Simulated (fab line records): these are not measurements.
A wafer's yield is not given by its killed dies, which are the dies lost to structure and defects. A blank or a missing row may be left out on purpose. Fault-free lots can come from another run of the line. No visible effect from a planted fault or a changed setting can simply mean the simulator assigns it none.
fab line records ; flow berkeley-cmos170
[record] lots = 5; wafers = 15; last-day = 11
route steps=331 shown M2@282 V2@292
lots that met no fault: from a run of the same line without faults
start-h: the number of hours between the record's first day and the start of the first shown wafer of the lot ; wait-h: time in hours since the lot's previous step ; " as in the row above ; L1.1+2: a single row standing in for several wafers ; - no value present, or no start provided ; * or withheld: withheld ; < > ~ a bound
route shown NAME@n: NAME is a module with steps in the file, n the number in the route of the first one ; usual: average and standard deviation across the fault-free wafers ; same: alike in all rows ; chamber/n: place in a boat ; sites: each site's reading ; _std_site: their standard deviation ; _edge_site: mean of outer sites minus mean of inner sites ; radius-mm: how far each site lies from the wafer's centre ; mask NAME#n: copy n ; behind: the last tool/chamber to shape the wafer ; hold: the reason the lot was held/the length of the hold in hours/how it ended ; device: transistor that didn't switch, given as n, p or np ; end of line: tests run on the same wafers once the route is complete ; where a step has no rows: the recipe by itself ; killed: not the wafer's yield, but the dies lost to structure and defects at the first sort ; map: shows each die of a wafer: x if killed, . if not, _ if none is there
set.NAME: the setting as run; set.NAME@STEP: as run at that earlier step ; model.NAME: the simulator's own value behind a step, which no gauge read
certain route steps with their lots: each step a table, each wafer a row
services: a tool's chamber out of use, with start hour (start-h, from the record's first day; less than 0 if before it), hours out, and reason
[[steps]]
[step UCB170_M2_SOFTBAKE_11]
[recipe] resist = KrF; temp-c = 130; time-s = 60
lot.wafer;tool;chamber;start-h;wait-h
L077.2+5+6;litho-track-03;0;-;-
L083.1+2+3;litho-track-02;0;-;-
L084.2+4+6;litho-track-02;0;-;-
L086.1+2+3;litho-track-03;0;-;-
L090.1+2+5;litho-track-02;0;-;-
[step UCB170_M2_EXPOSE_12]
[recipe] mask-id = METAL2; target-cd-nm = 700; na = 0.5; sigma-outer = 0.6; source-shape = conventional; dose-mj = 26
[usual] focus-offset-nm = 0.0/0.58
[same] na = 0.5; sigma-outer = 0.6
lot.wafer;tool;chamber;start-h;wait-h;mask;focus-offset-nm
L077.2;krf-scanner-02;0;200.76;-;METAL2#0;0.2
L077.5;krf-scanner-02;0;200.76;-;METAL2#0;0.0
L077.6;krf-scanner-02;0;200.76;-;METAL2#0;0.0
L083.1;krf-scanner-02;0;242.71;-;METAL2#0;-0.1
L083.2;krf-scanner-02;0;242.71;-;METAL2#0;0.1
L083.3;krf-scanner-02;0;242.71;-;METAL2#0;-0.8
L084.2;krf-scanner-02;0;244.63;-;METAL2#0;-0.9
L084.4;krf-scanner-02;0;244.63;-;METAL2#0;0.0
L084.6;krf-scanner-02;0;244.63;-;METAL2#0;-0.5
L086.1;krf-scanner-01;0;257.50;-;METAL2#0;-0.2
L086.2;krf-scanner-01;0;257.50;-;METAL2#0;-0.4
L086.3;krf-scanner-01;0;257.50;-;METAL2#0;-0.5
L090.1;krf-scanner-02;0;263.77;-;METAL2#0;-0.2
L090.2;krf-scanner-02;0;263.77;-;METAL2#0;-1.1
L090.5;krf-scanner-02;0;263.77;-;METAL2#0;-1.3
[step UCB170_M2_PEB_13]
[recipe] peb-temp-c = 130; peb-time-s = withheld; resist = KrF
lot.wafer;tool;chamber;start-h;wait-h
L077.2+5+6;litho-track-03;0;201.63;0.8
L083.1+2+3;litho-track-01;0;242.83;0.1
L084.2+4+6;litho-track-03;0;244.75;0.1
L086.1+2+3;litho-track-02;0;257.89;0.4
L090.1+2+5;litho-track-02;0;263.89;0.1
[step UCB170_M2_DEVELOP_14]
[recipe] developer = TMAH; develop-time-s = 45; resist = KrF; dev-temp-c = 21
lot.wafer;tool;chamber;start-h;wait-h
L077.2+5+6;litho-track-03;0;-;-
L083.1+2+3;litho-track-01;0;-;-
L084.2+4+6;litho-track-03;0;-;-
L086.1+2+3;litho-track-02;0;-;-
L090.1+2+5;litho-track-02;0;-;-
[step UCB170_M2_CD_MEAS_15]
[recipe] target-cd-nm = 700
[usual] cd-nm = 699.7/1.3
lot.wafer;tool;chamber;start-h;wait-h;cd-nm
L077.2;cd-sem-02;-;201.90;-;700.4
L077.5;cd-sem-02;-;201.90;-;699.3
L077.6;cd-sem-02;-;201.90;-;699.4
L083.1;cd-sem-02;-;243.10;-;699.5
L083.2;cd-sem-02;-;243.10;-;697.1
L083.3;cd-sem-02;-;243.10;-;696.7
L084.2;cd-sem-01;-;245.02;-;698.9
L084.4;cd-sem-01;-;245.02;-;700.9
L084.6;cd-sem-01;-;245.02;-;700.2
L086.1;cd-sem-01;-;258.17;-;700.2
L086.2;cd-sem-01;-;258.17;-;699.7
L086.3;cd-sem-01;-;258.17;-;700.9
L090.1;cd-sem-01;-;264.16;-;698.3
L090.2;cd-sem-01;-;264.16;-;699.7
L090.5;cd-sem-01;-;264.16;-;701.0
[step UCB170_M2_OVL_MEAS_16]
[usual] M2_OVL = -2/6
lot.wafer;tool;chamber;start-h;wait-h;M2_OVL[nm]
L077.2;overlay-02;-;202.01;0.1;-2
L077.5;overlay-02;-;202.01;0.1;-1
L077.6;overlay-02;-;202.01;0.1;5
L083.1;overlay-01;-;243.22;0.1;-3
L083.2;overlay-01;-;243.22;0.1;3
L083.3;overlay-01;-;243.22;0.1;5
L084.2;overlay-02;-;245.13;0.1;-8
L084.4;overlay-02;-;245.13;0.1;-2
L084.6;overlay-02;-;245.13;0.1;-7
L086.1;overlay-01;-;258.29;0.1;-4
L086.2;overlay-01;-;258.29;0.1;-10
L086.3;overlay-01;-;258.29;0.1;-4
L090.1;overlay-02;-;264.28;0.1;12
L090.2;overlay-02;-;264.28;0.1;3
L090.5;overlay-02;-;264.28;0.1;5
[step UCB170_M2_ETCH_17]
[recipe] chemistry = N2/H2; target-depth-a = withheld; overetch-a = withheld; target = BARC; time-s = withheld; source-w = 500; bias-w = 100; pressure-mtorr = 30; n2-flow-sccm = 100; h2-flow-sccm = 200
[usual] drypump-motor-current-A = 5.6/0.47; oes-product-au = 0.997/0.018; throttle-valve-pct = 13.30/0.19
lot.wafer;tool;chamber;start-h;wait-h;drypump-motor-current-A;oes-product-au;throttle-valve-pct
L077.2;rie-diel-03;0;202.04;0.0;6.0;1.032;13.28
L077.5;rie-diel-03;1;202.04;0.0;5.2;1.001;13.30
L077.6;rie-diel-03;0;202.04;0.0;6.0;1.033;13.27
L083.1;rie-diel-03;1;243.26;0.0;5.2;1.004;13.29
L083.2;rie-diel-03;0;243.26;0.0;6.0;1.015;13.27
L083.3;rie-diel-03;3;243.26;0.0;6.4;0.999;13.25
L084.2;rie-diel-02;3;245.16;0.0;5.6;0.994;13.04
L084.4;rie-diel-02;2;245.16;0.0;5.2;0.993;13.09
L084.6;rie-diel-02;0;245.16;0.0;5.2;0.977;13.38
L086.1;rie-diel-02;1;258.33;0.0;5.6;0.992;13.56
L086.2;rie-diel-02;2;258.33;0.0;5.2;0.976;13.11
L086.3;rie-diel-02;3;258.33;0.0;5.6;0.991;13.03
L090.1;rie-diel-02;2;264.46;0.2;5.3;0.974;13.10
L090.2;rie-diel-02;3;264.46;0.2;5.6;0.994;13.04
L090.5;rie-diel-02;0;264.46;0.2;5.1;0.981;13.38
[step UCB170_M2_METAL_ETCH_18]
[recipe] chemistry = Cl2/BCl3; target = Al; stop-on = SiO2; pressure-mtorr = 12; target-depth-a = 11700; over-etch-frac = 0.3; time-s = 195; icp-w = 600; bias-w = 120; Cl2_flow_sccm = 90; bcl3-flow-sccm = 45
[usual] bcl3-flow-sccm = 44.99/0.14; drypump-motor-current-A = 5.5/0.61; he-backside-leak-sccm = 3.30/0.2; oes-product-au = 0.852/0.011; throttle-valve-pct = 24.42/0.17
lot.wafer;tool;chamber;start-h;wait-h;bcl3-flow-sccm;drypump-motor-current-A;he-backside-leak-sccm;oes-product-au;rf-hours-counter-h;throttle-valve-pct
L077.2;rie-metal-01;0;202.08;-;44.96;5.4;3.34;0.864;11;24.57
L077.5;rie-metal-01;1;202.08;-;44.93;6.5;3.01;0.857;-;24.36
L077.6;rie-metal-01;0;202.08;-;45.09;5.4;3.39;0.866;-;24.58
L083.1;rie-metal-01;1;243.30;-;45.05;6.5;3.44;0.848;6;24.37
L083.2;rie-metal-01;0;243.30;-;44.96;5.4;3.36;0.853;12;24.58
L083.3;rie-metal-01;1;243.30;-;45.02;6.5;3.17;0.840;-;24.36
L084.2;rie-metal-04;1;245.20;-;44.90;5.0;3.67;0.861;4;24.53
L084.4;rie-metal-04;0;245.20;-;44.79;5.0;3.27;0.866;-;24.06
L084.6;rie-metal-04;0;245.20;-;44.88;5.0;3.45;0.852;-;24.04
L086.1;rie-metal-01;1;258.37;-;44.91;6.5;3.23;0.838;7;24.37
L086.2;rie-metal-01;1;258.37;-;44.94;6.5;3.61;0.840;-;24.36
L086.3;rie-metal-01;1;258.37;-;44.84;6.5;2.92;0.857;-;24.36
L090.1;rie-metal-04;0;264.51;-;45.10;5.0;3.27;0.854;11;24.05
L090.2;rie-metal-04;1;264.51;-;45.18;5.0;3.31;0.863;4;24.55
L090.5;rie-metal-04;0;264.51;-;44.95;5.0;3.30;0.859;-;24.05
[step UCB170_M2_STRIP_19]
[recipe] chemistry = O2; power-w = 400; pressure-mtorr = 3500; platen-temp-c = withheld; o2-flow-sccm = 400; overash-fraction = 0.5
[usual] drypump-motor-current-A = 5.6/0.34; oes-product-au = 0.534/0.018
lot.wafer;tool;chamber;start-h;wait-h;drypump-motor-current-A;oes-product-au;rf-hours-counter-h
L077.2;plasma-asher-03;1;202.27;0.1;4.8;0.529;39
L077.5;plasma-asher-03;1;202.27;0.1;4.9;0.535;-
L077.6;plasma-asher-03;0;202.27;0.1;6.0;0.532;-
L083.1;plasma-asher-01;1;243.49;0.1;5.7;0.534;52
L083.2;plasma-asher-01;0;243.49;0.1;5.4;0.536;52
L083.3;plasma-asher-01;1;243.49;0.1;5.7;0.528;-
L084.2;plasma-asher-02;0;245.39;0.1;5.9;0.505;14
L084.4;plasma-asher-02;0;245.39;0.1;5.9;0.532;-
L084.6;plasma-asher-02;0;245.39;0.1;5.9;0.532;-
L086.1;plasma-asher-02;0;258.74;0.3;5.9;0.524;16
L086.2;plasma-asher-02;1;258.74;0.3;5.7;0.515;16
L086.3;plasma-asher-02;0;258.74;0.3;5.9;0.525;-
L090.1;plasma-asher-02;1;264.76;0.2;5.7;0.529;17
L090.2;plasma-asher-02;0;264.76;0.2;5.9;0.517;17
L090.5;plasma-asher-02;0;264.76;0.2;5.9;0.531;-
[step UCB170_M2_CD_MEAS_90]
[recipe] target-cd-nm = 700
[usual] cd-nm = 700/3.4
lot.wafer;tool;chamber;start-h;wait-h;cd-nm
L077.2;cd-sem-01;-;202.39;0.1;695
L077.5;cd-sem-01;-;202.39;0.1;701
L077.6;cd-sem-01;-;202.39;0.1;695
L083.1;cd-sem-01;-;243.59;0.1;704
L083.2;cd-sem-01;-;243.59;0.1;691
L083.3;cd-sem-01;-;243.59;0.1;699
L084.2;cd-sem-02;-;245.51;0.1;696
L084.4;cd-sem-02;-;245.51;0.1;703
L084.6;cd-sem-02;-;245.51;0.1;699
L086.1;cd-sem-01;-;258.84;0.1;703
L086.2;cd-sem-01;-;258.84;0.1;704
L086.3;cd-sem-01;-;258.84;0.1;704
L090.1;cd-sem-01;-;264.86;0.1;701
L090.2;cd-sem-01;-;264.86;0.1;699
L090.5;cd-sem-01;-;264.86;0.1;703
[step UCB170_V2_CVD_00]
[recipe] material = SiO2; target-thk-nm = 2000; temp-c = 390; precursor = TEOS/O2; time-s = 250; rf-w = 550; pressure-mtorr = 9000
[usual] heater-power-w = 253/46
lot.wafer;tool;chamber;start-h;wait-h;heater-power-w
L077.2;pecvd-04;2;202.49;0.1;322
L077.5;pecvd-04;1;202.49;0.1;271
L077.6;pecvd-04;2;202.49;0.1;238
L083.1;pecvd-04;2;243.71;0.1;320
L083.2;pecvd-04;1;243.71;0.1;267
L083.3;pecvd-04;0;243.71;0.1;248
L084.2;pecvd-04;1;245.61;0.1;272
L084.4;pecvd-04;0;245.61;0.1;174
L084.6;pecvd-04;1;245.61;0.1;187
L086.1;pecvd-03;2;258.96;0.1;265
L086.2;pecvd-03;1;258.96;0.1;256
L086.3;pecvd-03;0;258.96;0.1;319
L090.1;pecvd-04;0;264.98;0.1;242
L090.2;pecvd-04;1;264.98;0.1;271
L090.5;pecvd-04;0;264.98;0.1;178
[step UCB170_V2_THK_MEAS_01]
[recipe] reads = SiO2_of_V2_CVD_00
[usual] V2_TEOS_THK = 2003/26
lot.wafer;tool;chamber;start-h;wait-h;V2_TEOS_THK[nm]
L077.2;film-metro-03;-;202.65;0.1;1992
L077.5;film-metro-03;-;202.65;0.1;2006
L077.6;film-metro-03;-;202.65;0.1;2049
L083.1;film-metro-02;-;243.86;0.1;1974
L083.2;film-metro-02;-;243.86;0.1;2009
L083.3;film-metro-02;-;243.86;0.1;2031
L084.2;film-metro-03;-;245.77;0.1;1972
L084.4;film-metro-03;-;245.77;0.1;2024
L084.6;film-metro-03;-;245.77;0.1;2000
L086.1;film-metro-02;-;259.12;0.1;1999
L086.2;film-metro-02;-;259.12;0.1;1980
L086.3;film-metro-02;-;259.12;0.1;2009
L090.1;film-metro-02;-;265.13;0.1;2041
L090.2;film-metro-02;-;265.13;0.1;1980
L090.5;film-metro-02;-;265.13;0.1;2060
[step UCB170_V2_CMP_02]
[recipe] material = SiO2; down-force-psi = 6; platen-rpm = 60; pad-velocity-m-s = 0.75398
[usual] edge-zone-pressure-frac = 1.000/0.0053; motor-current-A = 16.0/1.8
lot.wafer;tool;chamber;start-h;wait-h;edge-zone-pressure-frac;motor-current-A
L077.2;cmp-01;3;202.85;0.2;1.004;15.8
L077.6;cmp-01;0;202.85;0.2;1.002;14.2
L077.5;cmp-01;1;202.85;0.2;1.003;16.8
L083.2;cmp-01;2;243.92;0.0;0.993;14.2
L083.1;cmp-01;0;243.92;0.0;1.003;14.3
L083.3;cmp-01;1;243.92;0.0;0.993;15.8
L084.2;cmp-01;3;245.82;0.0;1.002;16.0
L084.4;cmp-01;2;245.82;0.0;1.008;14.7
L084.6;cmp-01;0;245.82;0.0;0.998;14.4
L086.2;cmp-02;3;259.44;0.3;0.997;19.0
L086.3;cmp-02;1;259.44;0.3;0.999;16.0
L086.1;cmp-02;2;259.44;0.3;0.998;19.9
L090.2;cmp-02;3;265.19;0.0;0.997;18.3
L090.1;cmp-02;0;265.19;0.0;0.998;15.1
L090.5;cmp-02;0;265.19;0.0;1.001;15.3
[step UCB170_V2_BOW_MEAS_03]
[recipe] mode = bow
[usual] V2_BOW = 37/7
lot.wafer;tool;chamber;start-h;wait-h;V2_BOW[um]
L077.2;film-metro-03;-;203.02;0.1;28
L077.5;film-metro-03;-;203.02;0.1;31
L077.6;film-metro-03;-;203.02;0.1;42
L083.1;film-metro-01;-;244.22;0.1;35
L083.2;film-metro-01;-;244.22;0.1;48
L083.3;film-metro-01;-;244.22;0.1;46
L084.2;film-metro-01;-;246.14;0.3;30
L084.4;film-metro-01;-;246.14;0.3;34
L084.6;film-metro-01;-;246.14;0.3;32
L086.1;film-metro-03;-;259.74;0.1;39
L086.2;film-metro-03;-;259.74;0.1;51
L086.3;film-metro-03;-;259.74;0.1;32
L090.1;film-metro-02;-;265.49;0.2;40
L090.2;film-metro-02;-;265.49;0.2;32
L090.5;film-metro-02;-;265.49;0.2;39
[step UCB170_V2_THK_MEAS_04]
[recipe] reads = SiO2_of_V2_CVD_00
[usual] V2_POLISHED_THK = 1000.3/1.1
lot.wafer;tool;chamber;start-h;wait-h;V2_POLISHED_THK[nm]
L077.2;film-metro-03;-;203.13;0.1;1001.6
L077.5;film-metro-03;-;203.13;0.1;1000.9
L077.6;film-metro-03;-;203.13;0.1;1000.5
L083.1;film-metro-01;-;244.34;0.1;999.6
L083.2;film-metro-01;-;244.34;0.1;1000.2
L083.3;film-metro-01;-;244.34;0.1;1000.0
L084.2;film-metro-01;-;246.25;0.1;1001.0
L084.4;film-metro-01;-;246.25;0.1;999.6
L084.6;film-metro-01;-;246.25;0.1;1000.0
L086.1;film-metro-03;-;259.86;0.1;998.6
L086.2;film-metro-03;-;259.86;0.1;1000.1
L086.3;film-metro-03;-;259.86;0.1;1000.3
L090.1;film-metro-02;-;265.61;0.1;1001.7
L090.2;film-metro-02;-;265.61;0.1;1000.2
L090.5;film-metro-02;-;265.61;0.1;1001.2
[step UCB170_V2_CLEAN_05]
[recipe] chemistry = DIW
lot.wafer;tool;chamber;start-h;wait-h
L077.2+5+6;wet-bench-03;2;203.26;0.1
L083.1+2+3;wet-bench-03;2;244.40;0.1
L084.2+4+6;wet-bench-03;1;246.30;0.0
L086.1+2+3;wet-bench-03;0;259.99;0.1
L090.1+2+5;wet-bench-03;1;267.53;1.9
[step UCB170_V2_HMDS_06]
[recipe] prime-time-s = 60; prime-temp-c = 100
lot.wafer;tool;chamber;start-h;wait-h
L077.2+5+6;litho-track-02;0;203.47;0.0
L083.1+2+3;litho-track-04;0;244.58;0.0
L084.2+4+6;litho-track-02;0;246.50;0.0
L086.1+2+3;litho-track-02;0;260.44;0.1
L090.1+2+5;litho-track-01;0;267.88;0.0
[step UCB170_V2_COAT_07]
[recipe] resist = KrF; spin-rpm = 1500; resist-thk-nm = 900
lot.wafer;tool;chamber;start-h;wait-h
L077.2+5+6;litho-track-02;0;203.62;0.1
L083.1+2+3;litho-track-04;0;244.73;0.1
L084.2+4+6;litho-track-02;0;246.65;0.1
L086.1+2+3;litho-track-02;0;260.59;0.1
L090.1+2+5;litho-track-01;0;268.03;0.1
[step UCB170_V2_SOFTBAKE_08]
[recipe] resist = KrF; temp-c = 130; time-s = 60
lot.wafer;tool;chamber;start-h;wait-h
L077.2+5+6;litho-track-02;0;203.77;0.1
L083.1+2+3;litho-track-04;0;244.88;0.1
L084.2+4+6;litho-track-02;0;246.80;0.1
L086.1+2+3;litho-track-02;0;260.74;0.1
L090.1+2+5;litho-track-01;0;268.18;0.1
[step UCB170_V2_EXPOSE_09]
[recipe] mask-id = VIA2; target-cd-nm = 700; na = 0.5; sigma-outer = 0.6; source-shape = conventional; dose-mj = 37
[usual] focus-offset-nm = 0.2/0.48
[same] na = 0.5; sigma-outer = 0.6
lot.wafer;tool;chamber;start-h;wait-h;mask;focus-offset-nm
L077.2;krf-scanner-02;0;204.04;0.2;VIA2#0;0.1
L077.5;krf-scanner-02;0;204.04;0.2;VIA2#0;-0.2
L077.6;krf-scanner-02;0;204.04;0.2;VIA2#0;0.2
L083.1;krf-scanner-01;0;245.15;0.2;VIA2#0;0.1
L083.2;krf-scanner-01;0;245.15;0.2;VIA2#0;-0.4
L083.3;krf-scanner-01;0;245.15;0.2;VIA2#0;0.6
L084.2;krf-scanner-01;0;247.07;0.2;VIA2#0;1.1
L084.4;krf-scanner-01;0;247.07;0.2;VIA2#0;-0.1
L084.6;krf-scanner-01;0;247.07;0.2;VIA2#0;0.5
L086.1;krf-scanner-02;0;261.02;0.2;VIA2#0;1.2
L086.2;krf-scanner-02;0;261.02;0.2;VIA2#0;0.2
L086.3;krf-scanner-02;0;261.02;0.2;VIA2#0;0.1
L090.1;krf-scanner-02;0;268.46;0.2;VIA2#0;-0.3
L090.2;krf-scanner-02;0;268.46;0.2;VIA2#0;0.9
L090.5;krf-scanner-02;0;268.46;0.2;VIA2#0;0.4
[[services]]
tool;chamber;start-h;hours;kind
cmp-01;-;177.41;0.2;repair
cmp-01;-;188.17;3.9;pm
cmp-02;-;194.58;2.3;repair
krf-scanner-01;-;196.81;5.2;repair
krf-scanner-02;-;202.01;1.3;pm
rie-diel-02;3;206.25;4.4;repair
krf-scanner-01;-;207.79;0.8;pm
krf-scanner-01;-;227.61;1.2;repair
rie-diel-02;3;227.62;14.4;repair
rie-metal-04;-;227.65;1.0;repair
cmp-01;-;228.19;9.6;repair
rie-metal-01;-;231.59;0.2;repair
plasma-asher-03;-;237.37;17.2;repair
cmp-01;-;237.78;4.0;pm
cmp-01;-;241.78;-;consumable-replace:conditioner
cmp-01;-;241.78;-;consumable-replace:pad
pecvd-03;-;242.50;14.0;pm
cmp-01;-;247.14;1.6;repair
krf-scanner-02;-;251.75;1.0;pm
rie-diel-03;0;253.96;12.5;repair
rie-metal-01;0;254.16;-;clean
rie-diel-02;0;255.18;7.7;repair
rie-metal-04;1;265.10;14.2;repair
krf-scanner-02;-;267.05;0.8;pm
[[key]]
fault none
